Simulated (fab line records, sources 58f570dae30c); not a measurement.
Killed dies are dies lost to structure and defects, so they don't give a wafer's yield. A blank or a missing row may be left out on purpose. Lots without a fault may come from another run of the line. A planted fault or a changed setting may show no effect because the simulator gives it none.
One fault seen from 2 desks | flow berkeley_cmos170 | each desk has only its own numbers; what lay behind them comes last

THE TOOL OWNER'S DESK: lpcvd-01
The tool's own readings at UCB170_PWELL_CVD_05 (deposits Si3N4 from SiH2Cl2/NH3, target thk 220 nm, time 3300 s): means of the sampled wafers that have a number, for each lot that ran on this tool. A lot is out of limits, marked OUT, if its mean lies more than 4 standard deviations from the usual mean; the brackets give that distance.
Columns: A = susceptor_temp_C at UCB170_PWELL_CVD_05, usual 799.9 C
lot  | first seen here | A
L543 | day 3 05:58     | 799.7
L546 | day 4 03:07     | 800.1
L547 | day 4 03:07     | 799.8
L550 | day 4 21:03     | 800.5
L551 | day 5 03:52     | 799.9
L552 | day 5 13:24     | 800.1
L553 | day 5 13:24     | 800.1
L554 | day 5 13:24     | 799.9
L559 | day 6 19:05     | 799.9
L560 | day 7 05:05     | 799.9
This desk's finding: nothing out of limits on any of the 10 lots.

THE METROLOGY DESK
What the gauges read, lot by lot, whatever tool the lot ran on: means of the sampled wafers that have a number. A lot is out of limits, marked OUT, if its mean lies more than 4 standard deviations from the usual mean; the brackets give that distance.
Columns: A = NWELL_OXIDE_THK at UCB170_NWELL_THK_MEAS_02, usual 26.4 nm; B = PWELL_NITRIDE_THK at UCB170_PWELL_THK_MEAS_06, usual 220.3 nm; C = SACOX_OXIDE_THK at UCB170_SACOX_THK_MEAS_02, usual 14.47 nm
lot  | first seen here | A    | B               | C
L541 | day 2 05:55     | 25.7 | 224.8           | 14.97
L543 | day 2 12:58     | 26.8 | 218.6           | 13.99
L544 | day 2 17:08     | 26.0 | 221.5           | 14.43
L546 | day 3 02:41     | 26.6 | 222.3           | 14.86
L547 | day 3 07:41     | 27.2 | 221.4           | 14.76
L548 | day 3 14:19     | 26.2 | 219.5           | 14.21
L550 | day 4 01:21     | 27.0 | 222.5           | 14.35
L551 | day 4 07:31     | 26.7 | 222.6           | 14.29
L552 | day 4 14:09     | 26.7 | 218.8           | 14.45
L553 | day 4 19:25     | 26.5 | 217.2           | 14.66
L554 | day 4 20:46     | 26.8 | 221.6           | 14.27
L555 | day 5 02:37     | 26.6 | 221.7           | 14.51
L559 | day 5 23:03     | 26.8 | 286.5 (+30) OUT | -
L560 | day 6 02:25     | 26.8 | 290.4 (+32) OUT | -
This desk's finding: out of limits on L559, L560; first on L559, day 6 21:01 (PWELL_NITRIDE_THK at UCB170_PWELL_THK_MEAS_06). In limits: L541, L543, L544, L546, L547, L548, L550, L551, L552, L553, L554, L555.

PUT TOGETHER
The metrology desk could have raised an alarm at day 6 21:01, on L559, L560.
The tool owner's desk saw nothing out of limits.
The tool owner's desk has L559, L560 on record, within its limits.
Of the lots named, all ran UCB170_PWELL_CVD_05 on lpcvd-01.

WHAT THE SIMULATOR HAD PUT IN
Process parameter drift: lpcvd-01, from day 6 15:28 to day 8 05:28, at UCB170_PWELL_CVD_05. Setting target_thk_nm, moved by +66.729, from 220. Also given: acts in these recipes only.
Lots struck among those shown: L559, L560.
Hours from the fault's start to each desk's first reading out of limits: the metrology desk, 6.
